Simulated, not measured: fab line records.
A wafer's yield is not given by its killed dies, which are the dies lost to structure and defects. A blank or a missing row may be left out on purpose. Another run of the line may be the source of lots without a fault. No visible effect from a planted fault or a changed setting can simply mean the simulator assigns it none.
Lot-split experiment | flow berkeley-cmos170 | on a route of 331 steps: 5 lots, 23 wafers read

ABOUT THE SPLIT
At UCB170_M1_COAT_04 (resist thk 900 nm), the setting spin-rpm was moved away from the recipe's 1500 rpm on 7 of the 23 wafers read, by -5.7% to -4.1%. All remaining wafers had this setting at the recipe value.

The reading is taken at the split's own step.

THE READING
KrF_of_M1_COAT_04.thk-nm (the simulator's own value, which no gauge read), in nm, at UCB170_M1_COAT_04 (resist thk 900 nm). The file does not state a usual value for it. Across the 16 wafers here that went through the recipe, the average is 901.2 nm and the standard deviation 2.2 nm.

wafer  | tool, chamber at the split | spin-rpm as run, rpm | against the recipe | KrF_of_M1_COAT_04.thk-nm, nm | against lot-mates on the recipe
L075.2 | litho-track-03, 0          | 1438                 | -4.1%              | 922.3                        | +17.7
L075.3 | litho-track-03, 0          | 1500                 | recipe             | 904.7                        | -
L075.4 | litho-track-03, 0          | 1500                 | recipe             | 904.5                        | -
L075.5 | litho-track-03, 0          | 1438                 | -4.1%              | 921.4                        | +16.8
L075.6 | litho-track-03, 0          | 1438                 | -4.1%              | 921                          | +16.4
L078.2 | litho-track-04, 0          | 1500                 | recipe             | 897.9                        | -
L078.3 | litho-track-04, 0          | 1415                 | -5.7%              | 924.4                        | +25.5
L078.4 | litho-track-04, 0          | 1500                 | recipe             | 898.5                        | -
L078.5 | litho-track-04, 0          | 1415                 | -5.7%              | 925.1                        | +26.2
L078.6 | litho-track-04, 0          | 1500                 | recipe             | 900.3                        | -
L077.1 | litho-track-04, 0          | 1418                 | -5.5%              | 923.5                        | +24.0
L077.2 | litho-track-04, 0          | 1500                 | recipe             | 898.9                        | -
L077.3 | litho-track-04, 0          | 1418                 | -5.5%              | 924.6                        | +25.1
L077.4 | litho-track-04, 0          | 1500                 | recipe             | 899.5                        | -
L077.6 | litho-track-04, 0          | 1500                 | recipe             | 900.1                        | -
L082.3 | litho-track-03, 0          | 1500                 | recipe             | 899.7                        | -
L082.5 | litho-track-03, 0          | 1500                 | recipe             | 899.8                        | -
L082.6 | litho-track-03, 0          | 1500                 | recipe             | 900.3                        | -
L080.1 | litho-track-01, 0          | 1500                 | recipe             | 902.6                        | -
L080.2 | litho-track-01, 0          | 1500                 | recipe             | 901.1                        | -
L080.3 | litho-track-01, 0          | 1500                 | recipe             | 904.1                        | -
L080.4 | litho-track-01, 0          | 1500                 | recipe             | 903.4                        | -
L080.6 | litho-track-01, 0          | 1500                 | recipe             | 904                          | -

FIT RESULTS
A straight line over all 23 wafers: KrF_of_M1_COAT_04.thk-nm changes by -4.37 nm for each +1% of spin-rpm; r = -0.98; the points scatter about the line by 2.2 nm.
The same after taking each lot's own level away (the mean of its wafers on the recipe; 23 wafers): -4.42 nm for each +1%; r = -1.00; scatter 0.94 nm.
According to that fit, moving spin-rpm by its largest amount changes the reading by 25 nm.
The span of the lots' own levels, 898.90 to 904.60 nm, comes to 2.6 times the standard deviation stated above.
So the lot-to-lot level changes the slope little: the two slopes agree.
Check: +24.8 nm against its lot-mates is what the line predicts for one of the wafers moved furthest among these (-5.7%) when that wafer is left out of the fit. Against them it came out at +25.5 nm.

OTHER SPLITS APPLIED TO THESE WAFERS
Before the reading, these wafers also passed through other splits. Each is held against what the fit with the lots' levels taken away leaves over:
other split on the same wafers     | wafers away from the commonest value | r with KrF_of_M1_COAT_04.thk-nm (lot level and that fit taken away)
UCB170_PLDD_PEB_04 peb-temp-c      | 8                                    | +0.39
UCB170_NLDD_IMPLANT_09 energy-kev  | 11                                   | +0.09
UCB170_SPACER_ANNEAL_02 temp-c     | 10                                   | -0.15
UCB170_PSD_EXPOSE_03 dose-mj       | 9                                    | +0.06
UCB170_BACKSIDE_SOFTBAKE_02 time-s | 10                                   | +0.07
UCB170_CONTACT_COAT_10 spin-rpm    | 6                                    | -0.21

FILE'S OWN FIT
KrF_of_M1_COAT_04.thk-nm changes by -4.43 nm for each +1% of spin-rpm, r = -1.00.
